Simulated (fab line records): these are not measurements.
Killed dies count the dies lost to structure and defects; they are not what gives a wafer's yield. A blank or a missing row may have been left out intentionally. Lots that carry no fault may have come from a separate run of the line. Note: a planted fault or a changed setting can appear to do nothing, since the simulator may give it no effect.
fab line records	flow ritCmos
record lots=5	wafers=15	lastDay=7
route steps=202 shown PSD@149 SDANNEAL@153 NSD@158 PLDD@159 NLDD@160 SILICIDE@161 CONTACT@168 M1@184
lots untouched by any fault: they come from a run of this same line in which no faults occurred
startH: hours from the record's first day to the start of the lot's first wafer shown	waitH: time in hours since the lot's previous step	" same as the row above	L1.1+2: a row that stands for several wafers	- no value, or no start given	* or withheld: withheld	< > ~ a bound
route shown NAME@n: a module of which the file shows steps, and the number in the route of the first	usual: mean/standard deviation of fault-free wafers	same: alike in all rows	chamber/n: place in a boat	sites: per-site readings	_std_site: how widely they spread, as a standard deviation	_edge_site: the outer-site mean with the inner-site mean subtracted	radiusMm: how far each site lies from the wafer's centre	mask NAME#n: copy n	behind: the most recent tool/chamber to have shaped the wafer	hold: why the lot went on hold/how many hours it stayed there/how the hold came to an end	device: the transistor (n, p or np) that didn't switch	end of line: the tests these same wafers got at the end of their route	where a step has no rows: the recipe by itself	killed: count of dies lost to structure and defects at first sort (not the wafer's yield)	map: the dies of a wafer, with x for killed, . for not killed, _ for no die there
set.NAME: the setting that was run; set.NAME@STEP: the one run at that earlier step	model.NAME: the simulator's own value behind a step, which no gauge read
lots seen at some steps along the route; tables by step, rows by wafer
services: when a tool's chamber went out of use (startH, in hours from the record's first day, below 0 if earlier), for how many hours, and the reason
## steps
# step RIT_PSD_HARDBAKE_07
# recipe resist=NOVOLAK	tempC=140	timeS=60
# step RIT_PSD_IMPLANT_08
# recipe species=BF2	energyKev=27	doseCm2=5.072e+15	tiltDeg=7
# step RIT_PSD_STRIP_09
# recipe chemistry=O2	timeS=180	resist=NOVOLAK	platenTempC=withheld	powerW=500	pressureMtorr=4000	o2FlowSccm=4000
# step RIT_PSD_TW_MEAS_10
# usual PSD_TW=3458/19
lot.wafer	tool	chamber	startH	waitH	PSD_TW
L864.2	filmMetro-04	-	120.72	0.1	3459
L864.3	"	-	"	"	3470
L864.4	"	-	"	"	3461
L866.1	filmMetro-04	-	129.27	0.1	3459
L866.2	"	-	"	"	3477
L866.3	"	-	"	"	3448
L867.2	filmMetro-04	-	134.33	0.1	3470
L867.5	"	-	"	"	3481
L867.6	"	-	"	"	3474
L870.3	filmMetro-01	-	149.74	0.1	3459
L870.4	"	-	"	"	3461
L870.5	"	-	"	"	3460
L874.3	filmMetro-01	-	171.10	0.1	3458
L874.4	"	-	"	"	3480
L874.5	"	-	"	"	3431
# step RIT_SDANNEAL_CLEAN_00
# recipe chemistry=SC1	mix=3:3:50	timeS=600	tempC=75
# step RIT_SDANNEAL_CLEAN_01
# recipe chemistry=dHF	dilution=50:1	timeS=30
# step RIT_SDANNEAL_CLEAN_02
# recipe chemistry=SC2	mix=3:3:50	timeS=600	tempC=75	dry=n2Spin
# step RIT_SDANNEAL_RTA_03
# recipe tempC=1050	timeS=5	idleTempC=600	rampUpCPerS=342	rampDownCPerS=171	coolToC=600	ambient=N2
# usual wafer_temp_C_max=1053.3/1.1
lot.wafer	tool	chamber	startH	waitH	wafer_temp_C_max
L864.2	rtpAnneal-02	0	121.18	0.0	1054.6
L864.3	"	0	"	"	1053.6
L864.4	"	0	"	"	1054.1
L866.1	rtpAnneal-02	0	129.70	0.0	1053.6
L866.2	"	0	"	"	1052.8
L866.3	"	0	"	"	1052.3
L867.2	rtpAnneal-01	0	134.76	0.0	1052.4
L867.5	"	0	"	"	1053.5
L867.6	"	0	"	"	1052.1
L870.3	rtpAnneal-02	0	150.37	0.0	1055.9
L870.4	"	0	"	"	1052.5
L870.5	"	0	"	"	1053.5
L874.3	rtpAnneal-02	0	171.56	0.0	1053.5
L874.4	"	0	"	"	1054.6
L874.5	"	0	"	"	1051.7
# step RIT_SDANNEAL_RS_MEAS_04
# recipe thkMeasGauge=four-point-probe
# usual PSD_RS=115.8/0.34
lot.wafer	tool	chamber	startH	waitH	PSD_RS[ohm/sq]
L864.2	filmMetro-04	-	121.25	0.1	115.9
L864.3	"	-	"	"	116.0
L864.4	"	-	"	"	115.7
L866.1	filmMetro-02	-	129.76	0.0	115.2
L866.2	"	-	"	"	115.1
L866.3	"	-	"	"	115.6
L867.2	filmMetro-02	-	134.83	0.1	115.8
L867.5	"	-	"	"	115.3
L867.6	"	-	"	"	115.6
L870.3	filmMetro-01	-	150.45	0.1	116.2
L870.4	"	-	"	"	116.1
L870.5	"	-	"	"	116.1
L874.3	filmMetro-02	-	171.64	0.1	115.3
L874.4	"	-	"	"	115.7
L874.5	"	-	"	"	115.5
# step RIT_SDANNEAL_RS_MEAS_05
# recipe thkMeasGauge=four-point-probe
# usual NSD_RS=84.4/0.34
lot.wafer	tool	chamber	startH	waitH	NSD_RS[ohm/sq]
L864.2	filmMetro-04	-	121.37	0.1	84.4
L864.3	"	-	"	"	84.5
L864.4	"	-	"	"	84.4
L866.1	filmMetro-02	-	129.88	0.1	84.0
L866.2	"	-	"	"	83.8
L866.3	"	-	"	"	83.9
L867.2	filmMetro-02	-	134.95	0.1	84.2
L867.5	"	-	"	"	84.1
L867.6	"	-	"	"	83.9
L870.3	filmMetro-01	-	150.57	0.1	84.5
L870.4	"	-	"	"	84.5
L870.5	"	-	"	"	84.7
L874.3	filmMetro-02	-	171.76	0.1	84.3
L874.4	"	-	"	"	84.2
L874.5	"	-	"	"	84.2
# step RIT_SDANNEAL_RS_MEAS_06
# recipe thkMeasGauge=four-point-probe
# usual PLDD_RS=178.6/0.41
lot.wafer	tool	chamber	startH	waitH	PLDD_RS[ohm/sq]
L864.2	filmMetro-04	-	121.49	0.1	178.8
L864.3	"	-	"	"	179.9
L864.4	"	-	"	"	178.5
L866.1	filmMetro-02	-	130.00	0.1	178.6
L866.2	"	-	"	"	177.9
L866.3	"	-	"	"	178.7
L867.2	filmMetro-02	-	135.07	0.1	178.2
L867.5	"	-	"	"	177.1
L867.6	"	-	"	"	177.9
L870.3	filmMetro-01	-	150.69	0.1	178.9
L870.4	"	-	"	"	178.7
L870.5	"	-	"	"	179.1
L874.3	filmMetro-02	-	171.88	0.1	178.0
L874.4	"	-	"	"	178.2
L874.5	"	-	"	"	178.0
# step RIT_SDANNEAL_RS_MEAS_07
# recipe thkMeasGauge=four-point-probe
# usual NLDD_RS=151.7/0.57
lot.wafer	tool	chamber	startH	waitH	NLDD_RS[ohm/sq]
L864.2	filmMetro-04	-	121.61	0.1	152.5
L864.3	"	-	"	"	152.7
L864.4	"	-	"	"	152.4
L866.1	filmMetro-02	-	130.12	0.1	151.3
L866.2	"	-	"	"	151.2
L866.3	"	-	"	"	151.3
L867.2	filmMetro-02	-	135.19	0.1	151.3
L867.5	"	-	"	"	152.3
L867.6	"	-	"	"	151.4
L870.3	filmMetro-01	-	150.81	0.1	151.8
L870.4	"	-	"	"	152.3
L870.5	"	-	"	"	152.1
L874.3	filmMetro-02	-	172.00	0.1	151.0
L874.4	"	-	"	"	151.4
L874.5	"	-	"	"	151.5
# step RIT_SILICIDE_WET_ETCH_00
# recipe chemistry=BOE	target=SiO2	targetDepthNm=14	timeS=15	dry=n2Spin	dilution=10:1	tempC=21.5
lot.wafer	tool	chamber	startH	waitH
L864.2+3+4	wetBench-03	0	121.71	0.1
L866.1+2+3	wetBench-04	2	130.24	0.1
L867.2+5+6	wetBench-03	1	135.29	0.1
L870.3+4+5	wetBench-01	1	150.89	0.1
L874.3+4+5	wetBench-01	3	172.08	0.1
# step RIT_SILICIDE_SPUTTER_01
# recipe material=Ti	targetThkNm=30	powerW=350	chamberPressurePa=0.667	gas=Ar	timeS=240	substrateTempC=25
# usual throttleValvePct=30.7/1.4
lot.wafer	tool	chamber	startH	waitH	throttleValvePct
L864.2	pvdSputter-01	-	121.72	0.0	30.7
L864.3	"	-	"	"	28.2
L864.4	"	-	"	"	30.6
L866.1	pvdSputter-01	-	130.25	0.0	30.6
L866.2	"	-	"	"	32.1
L866.3	"	-	"	"	28.2
L867.2	pvdSputter-02	-	135.30	0.0	30.6
L867.5	"	-	"	"	30.0
L867.6	"	-	"	"	30.8
L870.3	pvdSputter-02	-	150.91	0.0	31.2
L870.4	"	-	"	"	30.9
L870.5	"	-	"	"	31.6
L874.3	pvdSputter-02	-	172.09	0.0	33.1
L874.4	"	-	"	"	30.3
L874.5	"	-	"	"	31.4
# step RIT_SILICIDE_RS_MEAS_02
# recipe thkMeasGauge=four-point-probe	reads=Ti_of_SILICIDE_SPUTTER_01
# usual SILICIDE_TI_RS=48.2/0.68
lot.wafer	tool	chamber	startH	waitH	SILICIDE_TI_RS[ohm/sq]
L864.2	filmMetro-03	-	121.89	0.1	48.2
L864.3	"	-	"	"	48.5
L864.4	"	-	"	"	48.8
L866.1	filmMetro-03	-	130.40	0.1	48.3
L866.2	"	-	"	"	48.0
L866.3	"	-	"	"	48.2
L867.2	filmMetro-03	-	135.47	0.1	47.8
L867.5	"	-	"	"	49.1
L867.6	"	-	"	"	47.9
L870.3	filmMetro-04	-	151.10	0.1	48.3
L870.4	"	-	"	"	48.3
L870.5	"	-	"	"	48.4
L874.3	filmMetro-02	-	172.28	0.1	49.1
L874.4	"	-	"	"	49.0
L874.5	"	-	"	"	48.9
# step RIT_SILICIDE_THK_MEAS_03
# recipe thkMeasGauge=xrf	reads=Ti_of_SILICIDE_SPUTTER_01
# usual SILICIDE_TI_THK=29.6/0.37
lot.wafer	tool	chamber	startH	waitH	SILICIDE_TI_THK[nm]
L864.2	filmMetro-03	-	122.00	0.1	29.6
L864.3	"	-	"	"	29.5
L864.4	"	-	"	"	29.2
L866.1	filmMetro-03	-	130.52	0.1	29.6
L866.2	"	-	"	"	29.7
L866.3	"	-	"	"	29.6
L867.2	filmMetro-03	-	135.58	0.1	29.8
L867.5	"	-	"	"	29.0
L867.6	"	-	"	"	29.8
L870.3	filmMetro-04	-	151.20	0.1	29.5
L870.4	"	-	"	"	29.5
L870.5	"	-	"	"	29.5
L874.3	filmMetro-02	-	172.38	0.1	28.9
L874.4	"	-	"	"	29.2
L874.5	"	-	"	"	29.1
# step RIT_SILICIDE_RTA_04
# recipe tempC=650	timeS=10	idleTempC=25	rampUpS=5	rampDownS=5	coolToC=25	ambient=N2
# usual wafer_temp_C_max=652.8/0.71
lot.wafer	tool	chamber	startH	waitH	wafer_temp_C_max
L864.2	rtpAnneal-01	0	122.06	0.1	653.1
L864.3	"	0	"	"	651.9
L864.4	"	0	"	"	651.9
L866.1	rtpAnneal-01	0	130.58	0.1	652.6
L866.2	"	0	"	"	652.2
L866.3	"	0	"	"	651.9
L867.2	rtpAnneal-02	0	135.64	0.1	652.4
L867.5	"	0	"	"	652.5
L867.6	"	0	"	"	654.8
L870.3	rtpAnneal-01	0	151.26	0.1	652.5
L870.4	"	0	"	"	652.4
L870.5	"	0	"	"	652.6
L874.3	rtpAnneal-01	0	172.44	0.1	652.3
L874.4	"	0	"	"	652.9
L874.5	"	0	"	"	653.4
# step RIT_SILICIDE_WET_ETCH_05
# recipe chemistry=SPM	target=Ti	tempC=90	timeS=120	dry=n2Spin
# step RIT_SILICIDE_RTA_06
# recipe tempC=750	timeS=10	idleTempC=25	rampUpS=5	rampDownS=10	coolToC=25	ambient=N2
# step RIT_CONTACT_CVD_00
# recipe material=SiO2	targetThkNm=400	precursor=TEOS	tempC=390	timeS=61	rfW=400
# usual heaterPowerW=327/51
lot.wafer	tool	chamber	startH	waitH	heaterPowerW	sinceWetCleanH
L864.2	pecvd-04	0	122.23	0.0	332	273
L864.3	"	2	"	"	327	273
L864.4	"	2	"	"	337	-
L866.1	pecvd-02	1	130.76	0.1	281	1077
L866.2	"	2	"	"	309	1077
L866.3	"	0	"	"	421	1077
L867.2	pecvd-04	1	135.81	0.0	424	287
L867.5	"	0	"	"	340	-
L867.6	"	2	"	"	260	-
L870.3	pecvd-04	0	151.41	0.0	326	302
L870.4	"	2	"	"	266	-
L870.5	"	1	"	"	379	-
L874.3	pecvd-01	1	172.59	0.0	256	728
L874.4	"	0	"	"	325	-
L874.5	"	1	"	"	277	-
# step RIT_CONTACT_THK_MEAS_01
# recipe reads=SiO2_of_CONTACT_CVD_00
# usual CONTACT_TEOS_THK=400/4.9
lot.wafer	tool	chamber	startH	waitH	CONTACT_TEOS_THK[nm]
L864.2	filmMetro-04	-	122.29	0.0	396
L864.3	"	-	"	"	392
L864.4	"	-	"	"	396
L866.1	filmMetro-01	-	130.81	0.0	391
L866.2	"	-	"	"	397
L866.3	"	-	"	"	397
L867.2	filmMetro-03	-	135.87	0.0	397
L867.5	"	-	"	"	401
L867.6	"	-	"	"	402
L870.3	filmMetro-03	-	151.48	0.0	399
L870.4	"	-	"	"	401
L870.5	"	-	"	"	404
L874.3	filmMetro-04	-	172.66	0.0	406
L874.4	"	-	"	"	408
L874.5	"	-	"	"	408
# step RIT_CONTACT_HMDS_02
# recipe primeTimeS=60	primeTempC=140
# step RIT_CONTACT_COAT_03
# recipe resist=NOVOLAK	spinRpm=3250	resistThkNm=987.5
# step RIT_CONTACT_SOFTBAKE_04
# recipe resist=NOVOLAK	tempC=90	timeS=60
# step RIT_CONTACT_EXPOSE_05
# recipe maskId=M11	na=0.6	sourceShape=conventional	sigmaOuter=0.5	targetCdNm=1000	doseMj=255
# step RIT_CONTACT_PEB_06
# recipe resist=NOVOLAK	tempC=withheld	timeS=withheld
# step RIT_CONTACT_DEVELOP_07
# recipe resist=NOVOLAK	developTimeS=120	devTempC=23
# step RIT_CONTACT_CD_MEAS_08
# recipe targetCdNm=1000
# usual cdNm=998.9/2
lot.wafer	tool	chamber	startH	waitH	cdNm
L864.2	cdSem-02	-	123.60	-	1000.4
L864.3	"	-	"	"	1000.2
L864.4	"	-	"	"	1000.5
L866.1	cdSem-02	-	131.96	-	997.9
L866.2	"	-	"	"	997.5
L866.3	"	-	"	"	1000.2
L867.2	cdSem-01	-	136.90	-	996.6
L867.5	"	-	"	"	997.4
L867.6	"	-	"	"	997.2
L870.3	cdSem-02	-	152.65	-	998.5
L870.4	"	-	"	"	999.3
L870.5	"	-	"	"	999.0
L874.3	cdSem-02	-	173.84	-	996.5
L874.4	"	-	"	"	996.7
L874.5	"	-	"	"	999.7
# step RIT_CONTACT_OVL_MEAS_09
# usual CONTACT_OVL=0.5/1.8
lot.wafer	tool	chamber	startH	waitH	CONTACT_OVL[nm]
L864.2	overlay-02	-	123.71	0.1	-0.2
L864.3	"	-	"	"	0.2
L864.4	"	-	"	"	-1.0
L866.1	overlay-02	-	132.08	0.1	1.2
L866.2	"	-	"	"	1.2
L866.3	"	-	"	"	-0.5
L867.2	overlay-01	-	137.01	0.1	2.7
L867.5	"	-	"	"	1.9
L867.6	"	-	"	"	1.9
L870.3	overlay-01	-	152.74	0.1	0.2
L870.4	"	-	"	"	-1.3
L870.5	"	-	"	"	0.2
L874.3	overlay-02	-	173.93	0.1	-2.3
L874.4	"	-	"	"	-2.0
L874.5	"	-	"	"	-1.4
# step RIT_CONTACT_HARDBAKE_10
# recipe resist=NOVOLAK	tempC=140	timeS=60
# step RIT_CONTACT_ETCH_11
# recipe targetDepthA=4800	overEtchFrac=0.2	stopOn=TiSi2	chemistry=CHF3/CF4/Ar	target=SiO2	CHF3_flow_sccm=50	cf4FlowSccm=10	Ar_flow_sccm=100	O2_flow_sccm=5	pressureMtorr=100	rfW=200	timeS=320
# step RIT_CONTACT_STRIP_12
# recipe chemistry=O2	timeS=180	resist=NOVOLAK	platenTempC=withheld	powerW=500	pressureMtorr=4000	o2FlowSccm=4000
# usual drypumpMotorCurrentA=5.8/0.33
lot.wafer	tool	chamber	startH	waitH	drypumpMotorCurrentA	rfHoursCounterH
L864.2	plasmaAsher-03	0	124.08	0.1	5.9	1
L864.3	"	1	"	"	6.1	-
L864.4	"	0	"	"	5.9	-
L866.1	plasmaAsher-03	1	132.46	0.1	6.2	2
L866.2	"	0	"	"	5.9	2
L866.3	"	0	"	"	5.9	-
L867.2	plasmaAsher-01	1	137.54	0.1	6.0	51
L867.5	"	0	"	"	5.2	-
L867.6	"	1	"	"	6.0	-
L870.3	plasmaAsher-04	1	153.17	0.2	5.5	-
L870.4	"	0	"	"	6.0	-
L870.5	"	1	"	"	5.5	-
L874.3	plasmaAsher-04	0	174.45	0.2	6.0	-
L874.4	"	1	"	"	5.6	-
L874.5	"	1	"	"	5.6	-
# step RIT_CONTACT_CD_MEAS_90
# recipe targetCdNm=1000
# usual cdNm=999.0/2.1
lot.wafer	tool	chamber	startH	waitH	cdNm
L864.2	cdSem-01	-	124.28	0.1	1000.9
L864.3	"	-	"	"	1000.0
L864.4	"	-	"	"	1000.0
L866.1	cdSem-01	-	132.64	0.1	997.3
L866.2	"	-	"	"	997.4
L866.3	"	-	"	"	1000.3
L867.2	cdSem-02	-	137.73	0.1	996.2
L867.5	"	-	"	"	997.1
L867.6	"	-	"	"	997.4
L870.3	cdSem-01	-	153.33	0.1	998.5
L870.4	"	-	"	"	999.6
L870.5	"	-	"	"	999.0
L874.3	cdSem-02	-	174.61	0.1	996.0
L874.4	"	-	"	"	996.4
L874.5	"	-	"	"	1000.3
# step RIT_CONTACT_CLEAN_13
# recipe chemistry=SC1	mix=3:3:50	timeS=600	tempC=75
# step RIT_CONTACT_CLEAN_14
# recipe chemistry=SC2	mix=3:3:50	timeS=600	tempC=75	dry=n2Spin
# step RIT_M1_SPUTTER_00
# recipe material=Al	targetThkNm=400	powerW=2000	chamberPressurePa=0.4	gas=Ar	timeS=500	substrateTempC=25
# step RIT_M1_RS_MEAS_01
# recipe thkMeasGauge=four-point-probe	reads=Al_of_M1_SPUTTER_00
# usual M1_AL_RS=0.0734/0.00082
lot.wafer	tool	chamber	startH	waitH	M1_AL_RS[ohm/sq]
L864.2	filmMetro-01	-	125.06	0.2	0.0731
L864.3	"	-	"	"	0.0732
L864.4	"	-	"	"	0.0732
L866.1	filmMetro-04	-	133.40	0.1	0.0732
L866.2	"	-	"	"	0.0727
L866.3	"	-	"	"	0.0740
L867.2	filmMetro-01	-	138.50	0.2	0.0736
L867.5	"	-	"	"	0.0742
L867.6	"	-	"	"	0.0739
L870.3	filmMetro-01	-	154.11	0.2	0.0728
L870.4	"	-	"	"	0.0733
L870.5	"	-	"	"	0.0732
L874.3	filmMetro-02	-	175.39	0.2	0.0748
L874.4	"	-	"	"	0.0750
L874.5	"	-	"	"	0.0742
# step RIT_M1_THK_MEAS_02
# recipe thkMeasGauge=xrf	reads=Al_of_M1_SPUTTER_00
# usual M1_AL_THK=398/5.1
lot.wafer	tool	chamber	startH	waitH	M1_AL_THK[nm]
L864.2	filmMetro-01	-	125.17	0.1	398
L864.3	"	-	"	"	397
L864.4	"	-	"	"	398
L866.1	filmMetro-04	-	133.52	0.1	401
L866.2	"	-	"	"	405
L866.3	"	-	"	"	397
L867.2	filmMetro-01	-	138.61	0.1	395
L867.5	"	-	"	"	393
L867.6	"	-	"	"	394
L870.3	filmMetro-01	-	154.21	0.1	398
L870.4	"	-	"	"	393
L870.5	"	-	"	"	394
L874.3	filmMetro-02	-	175.49	0.1	389
L874.4	"	-	"	"	388
L874.5	"	-	"	"	391
# step RIT_M1_HMDS_03
# recipe primeTimeS=60	primeTempC=140
# step RIT_M1_COAT_04
# recipe resist=NOVOLAK	spinRpm=2000	resistThkNm=1286
# step RIT_M1_SOFTBAKE_05
# recipe resist=NOVOLAK	tempC=90	timeS=60
# step RIT_M1_EXPOSE_06
# recipe maskId=M12	na=0.6	sourceShape=conventional	sigmaOuter=0.5	targetCdNm=2600	doseMj=250
# step RIT_M1_PROBE_99
# usual killed_at_M0_to_M3=0.0/0.12	killedAtContacts=0.0/0.22	killedAtFrontEnd=7/3.2	killedDies=8/3.2	killedOnRim=1.9/1.4	killedOpen=3.7/2.1	killedShort=3.8/2.2
# same grossDies=264	killed_at_M4_up=0	killedAtBackSide=0	killedAtOther=0
lot.wafer	tool	chamber	startH	waitH	killed_at_M0_to_M3	killedAtContacts	killedAtFrontEnd	killedDies	killedOnRim	killedOpen	killedShort
L864.2	prober-02	-	129.10	0.1	0	0	45	45	11	3	5
L864.3	prober-02	-	129.15	0.2	1	0	41	42	11	2	5
L864.4	prober-02	-	129.20	0.2	0	0	41	41	8	1	4
L866.1	prober-02	-	137.24	0.1	0	0	8	8	2	4	4
L866.2	prober-02	-	137.29	0.1	0	1	9	10	2	6	4
L866.3	prober-02	-	137.34	0.2	0	0	5	5	3	2	3
L867.2	prober-01	-	142.26	0.1	0	0	9	9	1	6	3
L867.5	prober-01	-	142.41	0.2	0	0	11	11	3	6	5
L867.6	prober-01	-	142.46	0.2	0	0	9	9	1	6	3
L870.3	prober-02	-	158.09	0.2	0	0	11	11	5	1	10
L870.4	prober-02	-	158.14	0.2	0	0	7	7	2	3	4
L870.5	prober-02	-	158.19	0.2	0	0	6	6	1	2	4
L874.3	prober-02	-	179.31	0.2	0	0	13	13	2	6	7
L874.4	prober-02	-	179.36	0.2	0	0	6	6	2	3	3
L874.5	prober-02	-	179.41	0.2	0	0	9	9	3	3	6
# killed by level:class
L864.2 SILICIDE:unspecified=37 FOX1:geometricParticle:short=2 GATE:geometricParticle:short=1 GATE:geometricParticle:open=1 REOX:geometricParticle:open=1 SPACER:geometricParticle:short=1 SPACER:geometricParticle:open=1 SILICIDE:geometricParticle:short=1
L864.3 SILICIDE:unspecified=35 GATE:geometricParticle:short=3 REOX:geometricParticle:open=2 REOX:geometricParticle:short=1 M1:geometricParticle:short=1
L864.4 SILICIDE:unspecified=36 GATE:geometricParticle:short=3 REOX:geometricParticle:open=1 REOX:geometricParticle:short=1
L866.1 GATE:geometricParticle:short=3 GATE:geometricParticle:open=2 FOX1:geometricParticle:open=1 SPACER:geometricParticle:open=1 SPACER:geometricParticle:short=1
L866.2 GATE:geometricParticle:open=2 REOX:geometricParticle:short=2 GATE:geometricParticle:short=1 REOX:geometricParticle:open=1 SPACER:geometricParticle:short=1 SPACER:geometricParticle:open=1 SILICIDE:geometricParticle:open=1 CONTACT:geometricParticle:open=1
L866.3 GATE:geometricParticle:short=2 GATE:geometricParticle:open=2 REOX:geometricParticle:short=1
L867.2 GATE:geometricParticle:open=3 GATE:geometricParticle:short=2 SILICIDE:geometricParticle:open=2 FOX2:geometricParticle:open=1 SPACER:geometricParticle:short=1
L867.5 FOX2:geometricParticle:short=3 SPACER:geometricParticle:open=3 SPACER:geometricParticle:short=2 SILICIDE:geometricParticle:open=2 GATE:geometricParticle:open=1
L867.6 GATE:geometricParticle:open=5 REOX:geometricParticle:short=2 GATE:geometricParticle:short=1 SPACER:geometricParticle:open=1
L870.3 FOX2:geometricParticle:short=4 GATE:geometricParticle:short=3 REOX:geometricParticle:short=2 GATE:geometricParticle:open=1 SPACER:geometricParticle:short=1
L870.4 FOX2:geometricParticle:open=2 FOX2:geometricParticle:short=2 FOX1:geometricParticle:open=1 GATE:geometricParticle:short=1 SILICIDE:geometricParticle:short=1
L870.5 FOX2:geometricParticle:short=2 FOX1:geometricParticle:short=1 FOX1:geometricParticle:open=1 GATE:geometricParticle:short=1 SPACER:geometricParticle:open=1
L874.3 GATE:geometricParticle:short=4 REOX:geometricParticle:open=3 GATE:geometricParticle:open=1 REOX:geometricParticle:short=1 SPACER:geometricParticle:short=1 SPACER:geometricParticle:open=1 SILICIDE:geometricParticle:short=1 SILICIDE:geometricParticle:open=1
L874.4 GATE:geometricParticle:open=2 GATE:geometricParticle:short=1 SPACER:geometricParticle:short=1 SPACER:geometricParticle:open=1 SILICIDE:geometricParticle:short=1
L874.5 FOX1:geometricParticle:open=1 FOX1:geometricParticle:short=1 FOX2:geometricParticle:open=1 FOX2:geometricParticle:short=1 GATE:geometricParticle:short=1 GATE:geometricParticle:open=1 REOX:geometricParticle:short=1 SPACER:geometricParticle:short=1
# map L864.2 (x killed, . not)
________...xxxx_______
_____.....xxxxxxxx____
____.......xxxxxxxx___
___.......xxxxxxx...__
__.........xxxxxx...._
__..x.......xxx.x...._
_........x............
_.......x.............
_.....................
_..x..........x.......
__..................._
__..........x........_
___................x__
____.......x.......___
_____.............____
________......._______
# map L867.5 (x killed, . not)
________......._______
_____..........x..____
____.......x.......___
___x................__
__..................._
__......x............_
_..x......x...........
_..................x..
_.....................
_...x.................
__.........x........._
__..................._
___....x............__
____...............___
_____.........x...____
________......._______
## services
tool	chamber	startH	hours	kind
pvdSputter-02	-	104.89	9.0	repair
plasmaAsher-03	-	108.75	9.0	pm
plasmaAsher-03	0	108.75	9.0	ventCycle
plasmaAsher-03	1	108.75	9.0	ventCycle
plasmaAsher-03	0	117.75	-	clean
plasmaAsher-03	1	117.75	-	clean
pecvd-01	-	157.13	3.1	repair
## key
firstSign step=RIT_M1_PROBE_99	reading=killedDies	direction=up	sigmas=11	usual=8	struck=43
effect step=RIT_M1_PROBE_99	reading=killedAtFrontEnd	direction=up	sigmas=11	usual=7	struck=42
metAt RIT_SILICIDE_WET_ETCH_00
struckWafers L864.2,L864.3,L864.4
testerLeftOut L864
fault kind=chamberParticleSource	tool=wetBench-03	chamber=0	onsetH=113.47	steps=RIT_SILICIDE_WET_ETCH_00	ratePerVisitCm2=1.6849	endH=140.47
# testerLeftOut: of these lots the tester's yield and bins aren't shown, on N5 and GAA mostly nor the transistor test; their killed dies are dies lost to structure and defects alone, not to doping, threshold or leakage, so they don't give the yield
